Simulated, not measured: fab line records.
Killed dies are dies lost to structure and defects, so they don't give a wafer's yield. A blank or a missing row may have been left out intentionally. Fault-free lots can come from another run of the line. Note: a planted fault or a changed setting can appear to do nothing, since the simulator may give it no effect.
Which tool is to blame? ; flow berkeleyCmos170 ; 37 wafers from 13 lots sampled at 6 of the route's 331 steps

== WHAT THE GAUGES READ, wafer by wafer ==
UCB170_NSD_TW_MEAS_10. Usual: NSD_TW typically reads 4194, with standard deviation 60.
lot;measured;on;NSD_TW;flag
L191;day 7 06:08;filmMetro-03;4199 4221 4197;
L194;day 7 20:05;filmMetro-03;4195 4190 4220;
L197;day 8 08:45;filmMetro-01;4152 4142 4139;
L195;day 8 08:59;filmMetro-03;4211 4190 4214;
L196;day 8 09:16;filmMetro-01;4142 4117 4155;
L198;day 9 02:58;filmMetro-03;4218 4202 4242;
L199;day 9 03:11;filmMetro-03;4223 4204 4211;
L201;day 9 16:23;filmMetro-04;4284 4242 4253;
L205;day 10 04:44;filmMetro-01;4143;
L208;day 10 04:51;filmMetro-03;4204 4207 4206;
L210;day 11 00:20;filmMetro-03;4219 4210 4212;
L214;day 11 11:57;filmMetro-01;4148 4141 4144;
L213;day 11 14:32;filmMetro-04;4274 4263 4270;

UCB170_M1_RS_MEAS_01: the measuring method here is four-point-probe. Usual: M1_AL_RS typically reads 0.0487 ohm/sq, with standard deviation 0.00069.
lot;measured;on;M1_AL_RS (ohm/sq);flag
L191;day 7 12:40;filmMetro-01;0.0486 0.0485 0.0488;
L194;day 8 05:16;filmMetro-01;0.0484 0.0489 0.0489;
L197;day 8 16:53;filmMetro-03;0.0489 0.0480 0.0497;
L195;day 8 18:28;filmMetro-04;0.0490 0.0494 0.0487;
L196;day 8 21:19;filmMetro-01;0.0480 0.0483 0.0479;
L198;day 9 12:04;filmMetro-01;0.0488 0.0487 0.0483;
L199;day 9 12:09;filmMetro-04;0.0499 0.0496 0.0506;
L201;day 10 02:40;filmMetro-04;0.0486 0.0489 0.0483;
L205;day 10 13:04;filmMetro-01;0.0544;OFF
L208;day 10 17:47;filmMetro-04;0.0478 0.0479 0.0480;
L210;day 11 09:08;filmMetro-03;0.0483 0.0482 0.0478;
L214;day 11 21:13;filmMetro-01;0.0499 0.0483 0.0489;
L213;day 12 00:11;filmMetro-03;0.0475 0.0475 0.0474;

UCB170_M1_THK_MEAS_02: measures by xrf. Usual: M1_AL_THK typically reads 599 nm, with standard deviation 8.7.
lot;measured;on;M1_AL_THK (nm);flag
L191;day 7 12:47;filmMetro-01;602 608 603;
L194;day 8 05:22;filmMetro-01;601 599 601;
L197;day 8 16:59;filmMetro-03;592 603 584;
L195;day 8 18:35;filmMetro-04;590 589 598;
L196;day 8 21:25;filmMetro-01;607 605 611;
L198;day 9 12:10;filmMetro-01;601 597 602;
L199;day 9 12:16;filmMetro-04;578 581 572;
L201;day 10 02:47;filmMetro-04;597 597 601;
L205;day 10 13:10;filmMetro-01;542;OFF
L208;day 10 17:53;filmMetro-04;607 606 605;
L210;day 11 09:16;filmMetro-03;601 604 606;
L214;day 11 21:20;filmMetro-01;591 607 599;
L213;day 12 00:18;filmMetro-03;608 609 609;

== WHAT TOOL EACH LOT RAN ON (gives the tool, then ch and the chambers of the sampled wafers, and finally the start) ==
lot;UCB170_SILICIDE_SPUTTER_01;UCB170_CONTACT_STRIP_19;UCB170_M1_SPUTTER_00
L191;pvdSputter-04, day 7 07:50;plasmaAsher-04 ch 0,1, day 7 12:11;pvdSputter-01, day 7 12:35
L194;pvdSputter-03, day 7 21:59;plasmaAsher-02 ch 0,1, day 8 04:45;pvdSputter-03, day 8 05:09
L197;pvdSputter-04, day 8 10:52;plasmaAsher-04 ch 0,1, day 8 16:20;pvdSputter-03, day 8 16:47
L195;pvdSputter-02, day 8 10:53;plasmaAsher-03 ch 0,1, day 8 18:01;pvdSputter-01, day 8 18:24
L196;pvdSputter-03, day 8 11:31;plasmaAsher-02 ch 1, day 8 20:40;pvdSputter-04, day 8 21:14
L198;pvdSputter-03, day 9 05:28;plasmaAsher-04 ch 0,1, day 9 11:35;pvdSputter-04, day 9 11:58
L199;pvdSputter-04, day 9 05:28;plasmaAsher-02 ch 0,1, day 9 11:41;pvdSputter-01, day 9 12:05
L201;pvdSputter-04, day 9 20:44;plasmaAsher-02 ch 0,1, day 10 01:58;pvdSputter-01, day 10 02:37
L205;pvdSputter-02, day 10 06:20;plasmaAsher-04 ch 1, day 10 12:35;pvdSputter-01, day 10 12:57
L208;pvdSputter-04, day 10 06:34;plasmaAsher-02 ch 0,1, day 10 14:05;pvdSputter-04, day 10 17:41
L210;pvdSputter-03, day 11 02:46;plasmaAsher-02 ch 0,1, day 11 08:41;pvdSputter-04, day 11 09:05
L214;pvdSputter-03, day 11 16:08;plasmaAsher-02 ch 0,1, day 11 20:45;pvdSputter-03, day 11 21:09
L213;pvdSputter-02, day 11 16:28;plasmaAsher-02 ch 0,1, day 11 22:41;pvdSputter-04, day 12 00:07
- UCB170_SILICIDE_SPUTTER_01: material Ti, target thk 30 nm, time 25 s.
- UCB170_CONTACT_STRIP_19: strips in O2.
- UCB170_M1_SPUTTER_00: material Al, target thk 600 nm, time 80 s.

== WHAT THE TOOLS THEMSELVES READ (means of the sampled wafers that have a number; where no wafer has one, the mark that the record gives instead) ==
UCB170_SILICIDE_SPUTTER_01. Usual: throttleValvePct reads 29.9 % (standard deviation 1.3).
lot;tool;throttleValvePct (%);flag
L191;pvdSputter-04;29.9;
L194;pvdSputter-03;29.9;
L197;pvdSputter-04;30.4;
L195;pvdSputter-02;30.2;
L196;pvdSputter-03;29.8;
L198;pvdSputter-03;29.7;
L199;pvdSputter-04;30.2;
L201;pvdSputter-04;29.8;
L205;pvdSputter-02;30.6;
L208;pvdSputter-04;30.7;
L210;pvdSputter-03;30.4;
L214;pvdSputter-03;28.6;
L213;pvdSputter-02;30.0;

UCB170_CONTACT_STRIP_19. Usual: drypumpMotorCurrentA 5.38 A, standard deviation 0.2; oesProductAu 0.725 a.u., standard deviation 0.0046.
lot;tool;drypumpMotorCurrentA (A);oesProductAu (a.u.);flag
L191;plasmaAsher-04;5.09;0.730;
L194;plasmaAsher-02;5.46;0.725;
L197;plasmaAsher-04;5.23;0.727;
L195;plasmaAsher-03;5.59;0.724;
L196;plasmaAsher-02;5.39;0.721;
L198;plasmaAsher-04;5.10;0.719;
L199;plasmaAsher-02;5.44;0.723;
L201;plasmaAsher-02;5.43;0.726;
L205;plasmaAsher-04;5.00;0.719;
L208;plasmaAsher-02;5.44;0.726;
L210;plasmaAsher-02;5.42;0.725;
L214;plasmaAsher-02;5.49;0.723;
L213;plasmaAsher-02;5.43;0.724;

UCB170_M1_SPUTTER_00. Usual: throttleValvePct reads 30.2 % (standard deviation 1.2).
lot;tool;throttleValvePct (%);flag
L191;pvdSputter-01;30.5;
L194;pvdSputter-03;30.4;
L197;pvdSputter-03;29.3;
L195;pvdSputter-01;30.4;
L196;pvdSputter-04;30.8;
L198;pvdSputter-04;30.1;
L199;pvdSputter-01;31.3;
L201;pvdSputter-01;30.2;
L205;pvdSputter-01;29.6;
L208;pvdSputter-04;29.8;
L210;pvdSputter-04;30.7;
L214;pvdSputter-03;29.2;
L213;pvdSputter-04;30.2;

== THE ANSWER, worked out from the rows above alone ==
Rule: a lot is off if the mean of its wafers that have a number lies more than 3 standard deviations from the usual mean. Also off: a lot with no number at a reading for which 4 or more lots have one. The other lots that the step has rows for count as sound. First the gauges in route order, then the tools' own readings, where a lot's mean is used as printed above. The first step at which some lot is off is used, and at that step the reading that is off furthest; a lot without a number counts as furthest.
Off: L205, seen at UCB170_M1_RS_MEAS_01 (M1_AL_RS).
A tool fits if, at a process step before that reading, it ran every lot that is off, and no sound lot after the first of them. The gauges at UCB170_M1_RS_MEAS_01 are tried like those tools. Can't be told from this: 2 tools fit, plasmaAsher-04 at UCB170_CONTACT_STRIP_19, pvdSputter-01 at UCB170_M1_SPUTTER_00.

== WHAT HAD BEEN PUT IN BY THE SIMULATOR ==
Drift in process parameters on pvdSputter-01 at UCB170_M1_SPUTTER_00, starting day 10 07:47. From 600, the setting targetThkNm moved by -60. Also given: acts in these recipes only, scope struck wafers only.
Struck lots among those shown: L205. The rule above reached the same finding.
